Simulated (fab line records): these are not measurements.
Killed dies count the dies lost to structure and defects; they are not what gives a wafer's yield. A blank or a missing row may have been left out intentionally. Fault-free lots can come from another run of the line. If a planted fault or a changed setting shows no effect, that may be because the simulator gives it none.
Code-filled problem report in 8D (eight disciplines) form -- flow rit_cmos -- the parts of the form that need people (team, actions taken, sign-off) are left out

1. WHAT IS WRONG
Mean of tube_center_temp_C at RIT_REOX_OXIDATION_03: 893.22 C across 9 wafers in 3 lots; on wafers with no fault it is 900.01 C (standard deviation 0.086). That puts it -79 standard deviations away from the usual mean.
The step: target thk 25.2 nm, ox time 5580 s.
The first sign was on wafer L380.2 at day 4 10:03, on furnace-01. Wafers with a number at this step in the record: 45, from 15 lots. Rule for "out", or "out of limits": more than 4 standard deviations from the usual mean. All remaining wafers that have a number are taken as sound.

2. WHAT IT IS, WHAT IT ISN'T
question,is,is not
which readings at this step,"tube_center_temp_C, tube_center_temp_C_max",spike_tc_load_C
which lots,"L380, L381, L383","L372, L373, L374, L375, L376, L377, L378, L379, L382, L393, L394, L395"
which wafers of those lots,all that have a number,-
read on which tools,furnace-01,"furnace-03, furnace-04"
when,from day 4 10:03,"up to then (24 sound wafers); but 12 sound wafers of L382, L393, L394, L395 came after"

3. THE SUSPECTS, EACH WITH WHAT RULES IT OUT
Counting: a tool at a process step up to the reading stays a suspect if it ran every lot that is out and no sound lot after the first of them.
- furnace-01 at RIT_REOX_OXIDATION_03 (target thk 25.2 nm, ox time 5580 s): kept. All lots that are out passed through it, beginning with L380 at day 4 10:03, and no sound lot followed; its final sound lot before that point was L379 at day 4 01:47. Out on those wafers are its own readings of tube_center_temp_C, tube_center_temp_C_max.
The count leaves furnace-01 at RIT_REOX_OXIDATION_03.

4. THE CAUSE (what the simulator had put in)
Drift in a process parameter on furnace-01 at RIT_REOX_OXIDATION_03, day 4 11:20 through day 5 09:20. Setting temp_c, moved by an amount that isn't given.
Only this tool survived the counting.

5. THE CHAIN OF EFFECTS, in route order
Rows list readings where the struck wafers' mean (over those with a number) sits beyond 3 standard deviations from the usual. Readings are gone through only where the record gives a usual standard deviation; hours: the median, over the lots, of the time from a lot's start at the first step in this table giving one to that lot's start at this step; sigmas: the change measured in usual standard deviations.
hours,step,reading,usual,on struck wafers,change,sigmas
0,RIT_REOX_OXIDATION_03,spike_tc_centre_C,901.6 C,894.1,-7.5,-5.3
0,RIT_REOX_OXIDATION_03,spike_tc_source_C,925.6 C,916.9,-8.7,-4.3
0,RIT_REOX_OXIDATION_03,tube_center_temp_C,900.01 C,893.22,-6.79,-79
0,RIT_REOX_OXIDATION_03,tube_center_temp_C_max,902.4,895.5,-6.9,-17
Process steps it contains:
- RIT_REOX_OXIDATION_03: target thk 25.2 nm, ox time 5580 s.
Later steps that measure or inspect, where all struck wafers having a row at the step show a number for every such reading and not one has moved that far: RIT_REOX_THK_MEAS_04, RIT_PLDD_TW_MEAS_10, RIT_CONTACT_CD_MEAS_08, RIT_CONTACT_CD_MEAS_90.

6. WHAT WOULD HAVE CAUGHT IT SOONER
In this record the first reading out of limits was taken at day 4 10:03.
